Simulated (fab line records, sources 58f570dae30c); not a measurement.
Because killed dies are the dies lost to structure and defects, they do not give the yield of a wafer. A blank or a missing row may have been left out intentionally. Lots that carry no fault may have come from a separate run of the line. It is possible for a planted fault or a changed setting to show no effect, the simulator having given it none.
Which tool is to blame? + flow berkeley_cmos170 + 14 lots, 42 wafers sampled, at 2 steps of a route of 331

WHAT THE GAUGES SHOWED, per wafer
UCB170_V1_CD_MEAS_12 targets a cd of 700 nm. Usual: cd_nm reads 699.4 nm (standard deviation 1.4).
| lot  | measured     | on        | cd_nm (nm)        | flag |
|------|--------------|-----------|-------------------|------|
| L597 | day 8 21:15  | cd_sem-01 | 702.5 702.6 700.8 |      |
| L599 | day 8 21:31  | cd_sem-02 | 700.7 701.1 699.8 |      |
| L600 | day 9 11:46  | cd_sem-01 | 698.9 699.9 699.9 |      |
| L602 | day 9 19:33  | cd_sem-02 | 700.5 701.1 701.5 |      |
| L601 | day 9 20:37  | cd_sem-02 | 700.3 701.4 699.7 |      |
| L603 | day 9 22:42  | cd_sem-01 | 700.1 698.2 698.5 |      |
| L604 | day 10 12:30 | cd_sem-02 | 697.7 698.3 696.6 |      |
| L606 | day 10 14:19 | cd_sem-01 | 699.0 699.1 699.6 |      |
| L610 | day 10 23:47 | cd_sem-01 | 698.7 699.2 697.4 |      |
| L607 | day 10 23:51 | cd_sem-02 | 699.8 698.2 699.8 |      |
| L612 | day 12 00:32 | cd_sem-02 | 697.3 698.3 698.8 |      |
| L615 | day 12 20:05 | cd_sem-01 | 700.7 700.4 700.5 |      |
| L618 | day 13 08:02 | cd_sem-01 | 699.3 699.1 700.7 |      |
| L617 | day 13 12:25 | cd_sem-01 | 700.9 701.1 699.9 |      |

WHAT TOOL EACH LOT RAN ON (gives the tool, then ch and the chambers of the sampled wafers, and finally the start)
| lot  | UCB170_M1_SPUTTER_00         |
|------|------------------------------|
| L597 | pvd_sputter-01, day 8 12:26  |
| L599 | pvd_sputter-04, day 8 12:39  |
| L600 | pvd_sputter-04, day 9 05:26  |
| L602 | pvd_sputter-02, day 9 13:44  |
| L601 | pvd_sputter-04, day 9 14:24  |
| L603 | pvd_sputter-01, day 9 16:11  |
| L604 | pvd_sputter-01, day 10 07:31 |
| L606 | pvd_sputter-02, day 10 08:25 |
| L610 | pvd_sputter-02, day 10 16:05 |
| L607 | pvd_sputter-01, day 10 18:10 |
| L612 | pvd_sputter-02, day 11 19:06 |
| L615 | pvd_sputter-04, day 12 12:35 |
| L618 | pvd_sputter-02, day 13 00:27 |
| L617 | pvd_sputter-02, day 13 06:51 |
- UCB170_M1_SPUTTER_00: material Al, target thk 600 nm, time 80 s.

WHAT THE TOOLS THEMSELVES READ (means of the sampled wafers that have a number; where no wafer has one, the mark that the record gives instead)
UCB170_M1_SPUTTER_00. Usual: chamber_pressure_pa 0.5001 Pa, standard deviation 0.001; throttle_valve_pct 30.1 %, standard deviation 0.9.
| lot  | tool           | chamber_pressure_pa (Pa) | throttle_valve_pct (%) | flag |
|------|----------------|--------------------------|------------------------|------|
| L597 | pvd_sputter-01 | 0.4999                   | 29.9                   |      |
| L599 | pvd_sputter-04 | 0.5013                   | 30.3                   |      |
| L600 | pvd_sputter-04 | 0.5000                   | 30.8                   |      |
| L602 | pvd_sputter-02 | 0.5006                   | 30.1                   |      |
| L601 | pvd_sputter-04 | 0.5004                   | 30.1                   |      |
| L603 | pvd_sputter-01 | 0.4997                   | 30.1                   |      |
| L604 | pvd_sputter-01 | 0.5009                   | 30.8                   |      |
| L606 | pvd_sputter-02 | 0.4989                   | 30.1                   |      |
| L610 | pvd_sputter-02 | 0.5006                   | 29.8                   |      |
| L607 | pvd_sputter-01 | 0.4998                   | 30.7                   |      |
| L612 | pvd_sputter-02 | 0.4992                   | 29.8                   |      |
| L615 | pvd_sputter-04 | 0.5000                   | 29.6                   |      |
| L618 | pvd_sputter-02 | 0.5007                   | 30.0                   |      |
| L617 | pvd_sputter-02 | 0.5002                   | 29.7                   |      |

THE ANSWER, worked out from the rows above alone
Rule: take the mean of a lot's wafers that have a number; if it is more than 3 standard deviations from the usual mean, the lot is off. A lot without any number at a reading at which 4 lots or more have one is off too. The other lots that the step has rows for count as sound. After the gauges, taken in route order, come the tools' own readings; for these a lot's mean is taken, as printed above. The first step at which some lot is off is used, and at that step the reading that is off furthest; a lot without a number counts as furthest.
None of the lots is off at any reading shown; this tells nothing.

WHAT THE SIMULATOR HAD PUT IN
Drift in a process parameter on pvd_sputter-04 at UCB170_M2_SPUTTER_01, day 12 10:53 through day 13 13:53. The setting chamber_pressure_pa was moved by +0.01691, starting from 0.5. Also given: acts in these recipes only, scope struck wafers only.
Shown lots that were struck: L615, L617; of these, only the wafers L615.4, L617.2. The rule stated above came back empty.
